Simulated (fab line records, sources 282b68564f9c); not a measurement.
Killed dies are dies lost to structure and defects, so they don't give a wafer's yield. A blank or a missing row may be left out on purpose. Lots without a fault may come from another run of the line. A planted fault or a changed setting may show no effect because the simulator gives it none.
fab line records | flow rit_cmos
record lots=12 wafers=36 last_day=5
route steps=202 shown NSD@141 SDANNEAL@156 CONTACT@172 M1@202
lots that met no fault: from a run of the same line without faults
start_h: hours from the record's first day to the start of the lot's first wafer shown | wait_h: hours since the lot's step before | " the same as in the row above | L1.1+2: a row that stands for several wafers | - no value, or no start given | * or withheld: withheld | < > ~ a bound
route shown NAME@n: a module of which the file shows steps, and the number in the route of the first | usual: mean/standard deviation of fault-free wafers | same: alike in all rows | chamber/n: place in a boat | sites: the reading at each site | _std_site: their standard deviation | _edge_site: outer sites' mean less inner sites' | radius_mm: how far each site lies from the wafer's centre | mask NAME#n: copy n | behind: the tool/chamber that last shaped the wafer | hold: why the lot was held/for how many hours/how that ended | device: the transistor (n, p or np) that didn't switch | end of line: the same wafers' tests at the end of the route | a step without rows: its recipe alone | killed: dies lost to structure and defects at the first sort, not the wafer's yield | map: a wafer's dies, x killed, . not, _ none there
set.NAME: the setting as run; set.NAME@STEP: as run at that earlier step | model.NAME: the simulator's own value behind a step, which no gauge read
steps of the route over a sample of lots; a table a step, a row a wafer
services: from which hour (start_h, from the record's first day; less than 0 if before it) a tool's chamber was out of use, for how many hours, and why
## steps
# step RIT_NSD_TW_MEAS_10
# usual NSD_TW=3128/29
# columns lot.wafer tool chamber start_h wait_h NSD_TW
L462.2 film_metro-02 - 56.64 0.1 3120
L462.4 " - " " 3138
L462.6 " - " " 3134
L463.1 film_metro-01 - 57.72 0.1 3106
L463.2 " - " " 3109
L463.3 " - " " 3088
L464.2 film_metro-03 - 62.72 0.1 3127
L464.4 " - " " 3137
L464.5 " - " " 3153
L465.1 film_metro-03 - 64.67 0.1 3147
L465.2 " - " " 3126
L465.5 " - " " 3131
L466.3 film_metro-02 - 68.88 0.1 3142
L466.4 " - " " 3128
L466.5 " - " " 3147
L467.4 film_metro-02 - 74.52 0.1 3130
L467.5 " - " " 3139
L467.6 " - " " 3160
L468.2 film_metro-01 - 78.25 0.1 3104
L468.3 " - " " 3091
L468.6 " - " " 3095
L469.1 film_metro-02 - 82.17 0.1 3142
L469.2 " - " " 3117
L469.6 " - " " 3144
L470.3 film_metro-01 - 87.92 0.1 3084
L470.5 " - " " 3078
L470.6 " - " " 3086
L471.1 film_metro-02 - 91.87 0.1 3139
L471.2 " - " " 3109
L471.6 " - " " 3121
L475.2 film_metro-02 - 112.26 0.1 3160
L475.3 " - " " 3160
L475.6 " - " " 3165
L476.2 film_metro-03 - 117.78 0.1 3120
L476.4 " - " " 3132
L476.5 " - " " 3135
# step RIT_SDANNEAL_RTA_03
# recipe temp_c=1050 time_s=5 idle_temp_c=600 ramp_up_c_per_s=342 ramp_down_c_per_s=171 cool_to_c=600 ambient=N2
# usual anneal_temp_c_max=1056.7/1.1 wafer_temp_C_max=1053.4/1.2
# columns lot.wafer tool chamber start_h wait_h anneal_temp_c_max wafer_temp_C_max
L462.2 rtp_anneal-01 0 58.55 0.0 1058.8 1052.9
L462.4 " 0 " " 1056.2 1053.3
L462.6 " 0 " " 1055.0 1053.2
L463.1 rtp_anneal-02 0 59.57 0.0 1055.8 1052.1
L463.2 " 0 " " 1055.6 1053.9
L463.3 " 0 " " 1055.2 1052.4
L464.2 rtp_anneal-01 0 64.91 0.0 1057.3 1053.6
L464.4 " 0 " " 1056.3 1055.6
L464.5 " 0 " " 1055.7 1052.7
L465.1 rtp_anneal-02 0 66.52 0.0 1057.5 1052.8
L465.2 " 0 " " 1056.9 1053.1
L465.5 " 0 " " 1055.9 1053.6
L466.3 rtp_anneal-01 0 70.97 0.0 1057.5 1054.0
L466.4 " 0 " " 1057.2 1053.0
L466.5 " 0 " " 1057.5 1051.2
L467.4 rtp_anneal-02 0 76.49 0.0 1056.0 1054.9
L467.5 " 0 " " 1057.3 1054.5
L467.6 " 0 " " 1058.9 1054.9
L468.2 rtp_anneal-01 0 80.24 0.0 1055.8 1051.7
L468.3 " 0 " " 1055.6 1052.4
L468.6 " 0 " " 1057.7 1053.7
L469.1 rtp_anneal-02 0 84.02 0.0 1057.9 1055.9
L469.2 " 0 " " 1057.1 1055.6
L469.6 " 0 " " 1058.3 1053.8
L470.3 rtp_anneal-01 0 89.80 0.0 1056.2 1053.7
L470.5 " 0 " " 1056.8 1052.7
L470.6 " 0 " " 1057.8 1052.7
L471.1 rtp_anneal-02 0 93.86 0.0 1056.0 1051.6
L471.2 " 0 " " 1056.6 1053.9
L471.6 " 0 " " 1055.2 1053.8
L475.2 rtp_anneal-02 0 114.14 0.0 1056.6 1052.8
L475.3 " 0 " " 1055.5 1052.5
L475.6 " 0 " " 1057.6 1051.4
L476.2 rtp_anneal-01 0 119.63 0.0 1059.6 1053.9
L476.4 " 0 " " 1056.5 1052.0
L476.5 " 0 " " 1058.2 1052.5
# step RIT_CONTACT_SOFTBAKE_04
# recipe resist=NOVOLAK temp_c=90 time_s=60
# usual exhaust_pa=45.1/1 heater_power_total_W=34.56/0.051 plate_temp_C=90.00/0.13
# columns lot.wafer tool chamber start_h wait_h exhaust_pa heater_power_total_W plate_temp_C
L462.2 litho_track-02 0 60.03 0.1 46.4 34.54 90.35
L462.4 " 0 " " 45.6 34.63 90.06
L462.6 " 0 " " 44.5 34.58 90.28
L463.1 litho_track-03 0 61.04 0.1 45.1 34.58 89.95
L463.2 " 0 " " 45.4 34.57 89.99
L463.3 " 0 " " 44.5 34.56 90.26
L464.2 litho_track-03 0 66.39 0.1 43.9 34.60 89.95
L464.4 " 0 " " 44.2 34.56 89.97
L464.5 " 0 " " 44.4 34.63 90.00
L465.1 litho_track-01 0 67.98 0.1 44.4 34.63 90.18
L465.2 " 0 " " 44.7 34.55 89.97
L465.5 " 0 " " 46.1 34.45 90.07
L466.3 litho_track-01 0 72.46 0.1 44.8 34.54 89.88
L466.4 " 0 " " 44.0 34.58 89.88
L466.5 " 0 " " 43.6 34.65 89.76
L467.4 litho_track-01 0 78.01 0.1 45.5 34.65 89.87
L467.5 " 0 " " 44.6 34.54 89.92
L467.6 " 0 " " 45.3 34.48 89.95
L468.2 litho_track-01 0 81.75 0.1 45.1 34.58 89.86
L468.3 " 0 " " 43.8 34.61 89.80
L468.6 " 0 " " 44.9 34.53 89.99
L469.1 litho_track-03 0 85.61 0.1 44.2 34.56 90.07
L469.2 " 0 " " 45.2 34.56 90.06
L469.6 " 0 " " 44.7 34.60 90.16
L470.3 litho_track-01 0 91.30 0.1 44.8 34.50 90.01
L470.5 " 0 " " 43.7 34.55 90.04
L470.6 " 0 " " 44.6 34.52 89.93
L471.1 litho_track-03 0 95.33 0.1 45.6 34.57 89.89
L471.2 " 0 " " 45.8 34.53 90.13
L471.6 " 0 " " 47.2 34.50 90.17
L475.2 litho_track-01 0 115.63 0.1 42.6 32.58 86.19
L475.3 " 0 " " 44.5 32.60 86.17
L475.6 " 0 " " 43.3 32.54 86.15
L476.2 litho_track-01 0 121.12 0.1 44.8 32.57 86.48
L476.4 " 0 " " 45.4 32.68 86.25
L476.5 " 0 " " 43.7 32.63 86.28
# step RIT_CONTACT_ETCH_11
# recipe target_depth_a=4800 over_etch_frac=0.2 stop_on=TiSi2 chemistry=CHF3/CF4/Ar target=SiO2 CHF3_flow_sccm=50 cf4_flow_sccm=10 Ar_flow_sccm=100 O2_flow_sccm=5 pressure_mtorr=100 rf_w=200 time_s=320
# usual O2_flow_sccm=5.003/0.015 drypump_motor_current_A=5.6/0.41 oes_product_au=0.991/0.012 throttle_valve_pct=8.89/0.17
# columns lot.wafer tool chamber start_h wait_h O2_flow_sccm drypump_motor_current_A oes_product_au rf_hours_counter_h throttle_valve_pct
L462.2 rie_diel-03 0 61.10 0.1 4.993 5.2 0.999 64 9.13
L462.4 " 1 " " 4.987 5.8 1.004 90 8.86
L462.6 " 2 " " 5.002 5.6 0.986 - 8.63
L463.1 rie_diel-01 2 62.01 0.1 4.989 5.8 0.984 18 8.99
L463.2 " 1 " " 5.000 5.7 0.980 90 8.80
L463.3 " 0 " " 5.018 6.0 0.991 129 8.74
L464.2 rie_diel-01 0 67.47 0.1 4.994 6.0 0.991 129 8.75
L464.4 " 2 " " 4.999 5.8 0.988 18 9.00
L464.5 " 1 " " 5.007 5.7 0.974 - 8.79
L465.1 rie_diel-03 1 69.35 0.1 4.986 5.9 1.007 90 8.86
L465.2 " 2 " " 4.983 5.6 0.989 55 8.63
L465.5 " 2 " " 4.993 5.6 0.985 - 8.62
L466.3 rie_diel-01 2 73.39 0.1 4.978 5.9 0.982 18 9.00
L466.4 " 1 " " 5.017 5.7 0.973 91 8.77
L466.5 " 0 " " 5.014 6.0 0.994 - 8.74
L467.4 rie_diel-04 1 79.03 0.1 5.005 6.0 0.977 91 9.10
L467.5 " 1 " " 4.985 6.0 0.980 - 9.10
L467.6 " 2 " " 5.003 5.1 1.021 - 8.98
L468.2 rie_diel-03 2 82.69 0.1 4.986 5.6 0.987 55 8.61
L468.3 " 0 " " 5.005 5.2 0.986 65 9.13
L468.6 " 0 " " 5.016 5.1 0.995 - 9.12
L469.1 rie_diel-03 2 86.67 0.1 5.022 5.6 0.982 56 8.62
L469.2 " 0 " " 5.032 5.2 0.993 65 9.12
L469.6 " 1 " " 5.017 5.9 1.013 - 8.86
L470.3 rie_diel-04 2 92.52 0.1 5.024 5.1 1.019 127 8.98
L470.5 " 1 " " 5.029 6.0 0.979 - 9.11
L470.6 " 0 " " 5.003 4.8 0.993 - 8.62
L471.1 rie_diel-01 0 96.43 0.1 4.993 6.0 0.995 130 8.74
L471.2 " 3 " " 5.000 5.2 0.996 7 9.09
L471.6 " 1 " " 5.042 5.7 0.977 - 8.79
L475.2 rie_diel-03 1 116.58 0.1 5.000 5.9 1.012 92 8.87
L475.3 " 0 " " 4.993 5.1 0.988 66 9.13
L475.6 " 2 " " 4.990 5.6 0.981 - 8.64
L476.2 rie_diel-03 3 122.07 0.1 4.987 6.3 0.986 0 8.83
L476.4 " 1 " " 5.011 5.9 1.005 92 8.86
L476.5 " 3 " " 4.998 6.3 0.982 - 8.84
# step RIT_M1_PROBE_99
# usual killed_at_M0_to_M3=0.0/0.083 killed_at_contacts=0.0/0.22 killed_at_front_end=7/3.2 killed_dies=7/3.2 killed_open=3.2/2.1 killed_short=3.5/2.2
# same gross_dies=264 killed_at_M4_up=0 killed_at_back_side=0 killed_at_other=0
# columns lot.wafer tool chamber start_h wait_h killed_at_M0_to_M3 killed_at_contacts killed_at_front_end killed_dies killed_open killed_short
L462.2 prober-02 - 66.19 0.1 0 0 12 12 10 2
L462.4 prober-02 - 66.29 0.2 0 0 8 8 4 4
L462.6 prober-02 - 66.39 0.2 0 0 10 10 4 6
L463.1 prober-01 - 68.67 0.1 0 0 10 10 8 2
L463.2 prober-01 - 68.72 0.1 0 0 0 0 0 0
L463.3 prober-01 - 68.77 0.2 0 0 5 5 4 1
L464.2 prober-02 - 72.37 0.1 0 0 7 7 3 4
L464.4 prober-02 - 72.47 0.2 0 0 4 4 2 2
L464.5 prober-02 - 72.52 0.2 0 0 7 7 1 6
L465.1 prober-01 - 74.26 0.1 0 0 8 8 2 6
L465.2 prober-01 - 74.31 0.1 1 0 7 8 3 5
L465.5 prober-01 - 74.46 0.2 0 0 8 8 2 6
L466.3 prober-02 - 78.48 0.2 0 0 6 6 4 2
L466.4 prober-02 - 78.53 0.2 0 0 10 10 2 8
L466.5 prober-02 - 78.58 0.2 0 0 5 5 2 3
L467.4 prober-01 - 85.10 0.2 0 0 4 4 3 1
L467.5 prober-01 - 85.15 0.2 0 0 7 7 2 5
L467.6 prober-01 - 85.20 0.2 0 0 5 5 2 3
L468.2 prober-02 - 87.74 0.1 0 0 7 7 3 4
L468.3 prober-02 - 87.79 0.2 0 0 4 4 1 3
L468.6 prober-02 - 87.94 0.2 0 0 7 7 3 4
L469.1 prober-01 - 91.67 0.1 0 0 3 3 2 1
L469.2 prober-01 - 91.72 0.1 0 1 7 8 4 4
L469.6 prober-01 - 91.92 0.2 0 0 4 4 3 1
L470.3 prober-02 - 97.72 0.2 0 0 6 6 5 1
L470.5 prober-02 - 97.82 0.2 0 0 5 5 4 1
L470.6 prober-02 - 97.87 0.2 0 0 7 7 4 3
L471.1 prober-01 - 101.30 0.1 0 0 9 9 3 6
L471.2 prober-01 - 101.35 0.1 0 0 4 4 2 2
L471.6 prober-01 - 101.55 0.2 0 0 9 9 3 6
L475.2 prober-01 - 121.62 0.1 0 0 5 5 4 1
L475.3 prober-01 - 121.67 0.2 0 0 6 6 2 4
L475.6 prober-01 - 121.82 0.2 0 0 10 10 4 6
L476.2 prober-02 - 128.13 0.1 0 0 14 14 9 5
L476.4 prober-02 - 128.23 0.2 0 0 6 6 5 1
L476.5 prober-02 - 128.28 0.2 0 1 11 12 6 6
# killed by level:class
L462.2 GATE:geometric_particle:open=3 REOX:geometric_particle:open=2 SPACER:geometric_particle:open=2 SILICIDE:geometric_particle:short=2 SILICIDE:geometric_particle:open=2 FOX1:geometric_particle:open=1
L462.4 GATE:geometric_particle:short=3 GATE:geometric_particle:open=3 FOX1:geometric_particle:short=1 SPACER:geometric_particle:open=1
L462.6 GATE:geometric_particle:open=4 GATE:geometric_particle:short=4 FOX1:geometric_particle:short=1 REOX:geometric_particle:short=1
L463.1 GATE:geometric_particle:open=5 SPACER:geometric_particle:open=2 GATE:geometric_particle:short=1 SPACER:geometric_particle:short=1 SILICIDE:geometric_particle:open=1
L463.3 GATE:geometric_particle:open=2 FOX2:geometric_particle:open=1 GATE:geometric_particle:short=1 REOX:geometric_particle:open=1
L464.2 GATE:geometric_particle:open=2 GATE:geometric_particle:short=2 FOX1:geometric_particle:short=1 SILICIDE:geometric_particle:short=1 SILICIDE:geometric_particle:open=1
L464.4 FOX1:geometric_particle:open=1 GATE:geometric_particle:short=1 SPACER:geometric_particle:open=1 SILICIDE:geometric_particle:short=1
L464.5 FOX2:geometric_particle:short=3 GATE:geometric_particle:short=2 GATE:geometric_particle:open=1 SILICIDE:geometric_particle:short=1
L465.1 SILICIDE:geometric_particle:short=3 GATE:geometric_particle:short=2 FOX1:geometric_particle:short=1 FOX1:geometric_particle:open=1 GATE:geometric_particle:open=1
L465.2 GATE:geometric_particle:short=2 SPACER:geometric_particle:short=2 FOX1:geometric_particle:open=1 GATE:geometric_particle:open=1 M1:geometric_particle:open=1 SILICIDE:geometric_particle:short=1
L465.5 GATE:geometric_particle:short=2 SPACER:geometric_particle:short=2 SILICIDE:geometric_particle:short=2 FOX2:geometric_particle:open=1 SPACER:geometric_particle:open=1
L466.3 GATE:geometric_particle:open=4 GATE:geometric_particle:short=1 SPACER:geometric_particle:short=1
L466.4 GATE:geometric_particle:short=5 SPACER:geometric_particle:short=3 FOX1:geometric_particle:open=1 SPACER:geometric_particle:open=1
L466.5 GATE:geometric_particle:short=2 FOX2:geometric_particle:short=1 GATE:geometric_particle:open=1 SPACER:geometric_particle:open=1
L467.4 GATE:geometric_particle:open=2 REOX:geometric_particle:open=1 SILICIDE:geometric_particle:short=1
L467.5 FOX1:geometric_particle:short=2 REOX:geometric_particle:short=2 FOX1:geometric_particle:open=1 FOX2:geometric_particle:short=1 GATE:geometric_particle:open=1
L467.6 GATE:geometric_particle:short=2 FOX2:geometric_particle:short=1 GATE:geometric_particle:open=1 REOX:geometric_particle:open=1
L468.2 GATE:geometric_particle:open=2 GATE:geometric_particle:short=2 REOX:geometric_particle:short=1 SILICIDE:geometric_particle:open=1 SILICIDE:geometric_particle:short=1
L468.3 FOX1:geometric_particle:open=1 GATE:geometric_particle:short=1 REOX:geometric_particle:short=1 SILICIDE:geometric_particle:short=1
L468.6 FOX1:geometric_particle:short=1 FOX2:geometric_particle:open=1 GATE:geometric_particle:short=1 GATE:geometric_particle:open=1 REOX:geometric_particle:short=1 SPACER:geometric_particle:short=1 SILICIDE:geometric_particle:open=1
L469.1 REOX:geometric_particle:short=1 REOX:geometric_particle:open=1 SILICIDE:geometric_particle:open=1
L469.2 GATE:geometric_particle:open=2 SILICIDE:geometric_particle:short=2 ACTIVE:geometric_particle:short=1 FOX2:geometric_particle:short=1 REOX:geometric_particle:open=1 CONTACT:geometric_particle:open=1
L469.6 FOX1:geometric_particle:open=1 GATE:geometric_particle:open=1 SILICIDE:geometric_particle:open=1 SILICIDE:geometric_particle:short=1
L470.3 GATE:geometric_particle:open=2 SILICIDE:geometric_particle:open=2 FOX1:geometric_particle:open=1 REOX:geometric_particle:short=1
L470.5 SPACER:geometric_particle:open=2 FOX1:geometric_particle:open=1 GATE:geometric_particle:open=1 REOX:geometric_particle:short=1
L470.6 GATE:geometric_particle:open=3 GATE:geometric_particle:short=2 FOX1:geometric_particle:open=1 REOX:geometric_particle:short=1
L471.1 REOX:geometric_particle:short=3 FOX1:geometric_particle:open=1 GATE:geometric_particle:short=1 SILICIDE:geometric_particle:short=1 REOX:geometric_particle:open=1 SPACER:geometric_particle:short=1 SPACER:geometric_particle:open=1
L471.2 GATE:geometric_particle:short=2 REOX:geometric_particle:open=2
L471.6 SILICIDE:geometric_particle:short=5 GATE:geometric_particle:open=2 GATE:geometric_particle:short=1 REOX:geometric_particle:open=1
L475.2 FOX1:geometric_particle:open=1 FOX2:geometric_particle:open=1 REOX:geometric_particle:open=1 SPACER:geometric_particle:open=1 SPACER:geometric_particle:short=1
L475.3 FOX1:geometric_particle:short=1 FOX2:geometric_particle:short=1 GATE:geometric_particle:open=1 REOX:geometric_particle:short=1 REOX:geometric_particle:open=1 SILICIDE:geometric_particle:short=1
L475.6 GATE:geometric_particle:short=2 SPACER:geometric_particle:open=2 SILICIDE:geometric_particle:short=2 FOX1:geometric_particle:open=1 FOX1:geometric_particle:short=1 FOX2:geometric_particle:short=1 SILICIDE:geometric_particle:open=1
L476.2 GATE:geometric_particle:open=4 REOX:geometric_particle:short=2 SPACER:geometric_particle:short=2 SILICIDE:geometric_particle:open=2 ACTIVE:geometric_particle:open=1 GATE:geometric_particle:short=1 FOX2:geometric_particle:open=1 REOX:geometric_particle:open=1
L476.4 FOX1:geometric_particle:open=1 FOX2:geometric_particle:open=1 GATE:geometric_particle:open=1 REOX:geometric_particle:open=1 REOX:geometric_particle:short=1 SILICIDE:geometric_particle:open=1
L476.5 GATE:geometric_particle:short=3 REOX:geometric_particle:open=2 FOX1:geometric_particle:open=1 FOX2:geometric_particle:open=1 GATE:geometric_particle:open=1 REOX:geometric_particle:short=1 SILICIDE:geometric_particle:short=1 SILICIDE:geometric_particle:open=1
## services
# columns tool chamber start_h hours kind
rie_diel-03 3 99.23 - clean
rie_diel-03 3 99.23 21.1 scheduled_down
rie_diel-03 3 99.23 21.1 vent_cycle
rie_diel-04 - 112.47 14.6 pm
## key
first_sign step=RIT_CONTACT_SOFTBAKE_04 reading=heater_power_total_W direction=down sigmas=38 usual=34.56 struck=32.60
effect step=RIT_CONTACT_SOFTBAKE_04 reading=plate_temp_C direction=down sigmas=29 usual=* struck=*
met_at RIT_CONTACT_SOFTBAKE_04
struck_lots L475,L476
tester_left_out L475,L476
loop_trim step=RIT_CONTACT_EXPOSE_05 setting=dose lots=L476
not_acting_at RIT_NSD_TW_MEAS_10,RIT_SDANNEAL_RTA_03,RIT_CONTACT_ETCH_11
onset_between 91.30 115.63
fault kind=process_parameter_drift tool=litho_track-01 chamber=- onset_h=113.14 steps=RIT_CONTACT_SOFTBAKE_04 channel=temp_c offset=* shape=step end_h=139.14 acts_in=* stated=*
# tester_left_out: of these lots the tester's yield and bins aren't shown, on N5 and GAA mostly nor the transistor test; their killed dies are dies lost to structure and defects alone, not to doping, threshold or leakage, so they don't give the yield
# loop_trim: a control loop set the setting to another value than it would have without faults
